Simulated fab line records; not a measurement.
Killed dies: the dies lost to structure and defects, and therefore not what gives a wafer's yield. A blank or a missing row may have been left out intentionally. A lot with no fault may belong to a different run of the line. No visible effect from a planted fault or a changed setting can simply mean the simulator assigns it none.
Problem report, 8D (eight disciplines) form, completed by code	flow berkeley cmos170	the parts of the form that need people (team, actions taken, sign-off) are left out

## 1. WHAT WENT WRONG
CONTACT_PSG_THK at UCB170_CONTACT_THK_MEAS_02 reads a mean of 631 nm on 9 wafers of 3 lots; wafers without a fault read 700 nm with a standard deviation of 6. Measured from the usual mean, that is -12 standard deviations.
Earliest sighting: wafer L294.1 on film metro-03 at day 11 20:42. The record holds 45 wafers of 15 lots with a number at this step. By rule, "out" or "out of limits" means more than 4 standard deviations away from the usual mean. The other wafers with a number count as sound.

## 2. WHAT IT IS AND WHAT IT IS NOT
question	is	is not
which readings at this step	CONTACT_PSG_THK	-
which lots	L291, L294, L295	L274, L275, L276, L277, L278, L279, L281, L282, L283, L284, L285, L296
which wafers of those lots	all that have a number	-
read on which gauges	film metro-02, film metro-03	film metro-01
when	from day 11 20:42	up to then (33 sound wafers); but 3 sound wafers of L296 came after

## 3. THE SUSPECTS, EACH WITH WHAT RULES IT OUT
Counting: a tool at a process step up to the reading stays a suspect if it ran every lot that is out and no sound lot after the first of them.
- the gauge at UCB170_CONTACT_THK_MEAS_02 is ruled out. The wafers that are out were read on 2 gauges (film metro-02, film metro-03).
- lpcvd-02 at UCB170_CONTACT_CVD_01 (deposits PSG from SiH4/O2/PH3, target thk 700 nm, time 2820 s): kept. It ran every lot that is out, first L291 (day 11 18:55), and no sound lot after that; its last sound lot up to then is L284 (day 10 05:10). Out on those wafers are its own readings of o2 flow sccm.
Remaining after the count: lpcvd-02 at UCB170_CONTACT_CVD_01.

## 4. THE CAUSE (what the simulator had put in)
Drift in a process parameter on lpcvd-02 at UCB170_CONTACT_CVD_01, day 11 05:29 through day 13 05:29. Setting o2 flow sccm shifted by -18 from 90.
After counting, this tool was the only one left.

## 5. SEQUENCE OF EFFECTS, ordered by route
Each row: a reading where the mean over the struck wafers with a number is more than 3 standard deviations away from the usual. Scope: only readings with a usual standard deviation given in the record; hours: median across lots of the time from each lot's start at the first step in this table that gives one to its start at this step; sigmas: change in usual standard deviations.
hours	step	reading	usual	on struck wafers	change	sigmas
0	UCB170_CONTACT_CVD_01	o2 flow sccm	89.95 sccm	71.90	-18.05	-72
2	UCB170_CONTACT_THK_MEAS_02	CONTACT_PSG_THK	700 nm	631	-69	-12
Its process steps:
- UCB170_CONTACT_CVD_01: deposits PSG from SiH4/O2/PH3, target thk 700 nm, time 2820 s.

## 6. WHAT WOULD HAVE CAUGHT IT SOONER
Counted from the fault's start at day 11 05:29, it took 15 hours until the first out-of-limits reading at a measuring or inspecting step in this record, taken at day 11 20:42.
At UCB170_CONTACT_CVD_01, the tool's own readings (o2 flow sccm) were out on each struck wafer the step has a row for, so an alarm limit on them would have fired on the first such wafer.
Of the lots that are out (3), L295 began UCB170_CONTACT_CVD_01 on lpcvd-02 after day 11 20:42. Had the tool been put on hold then, it would have been spared.
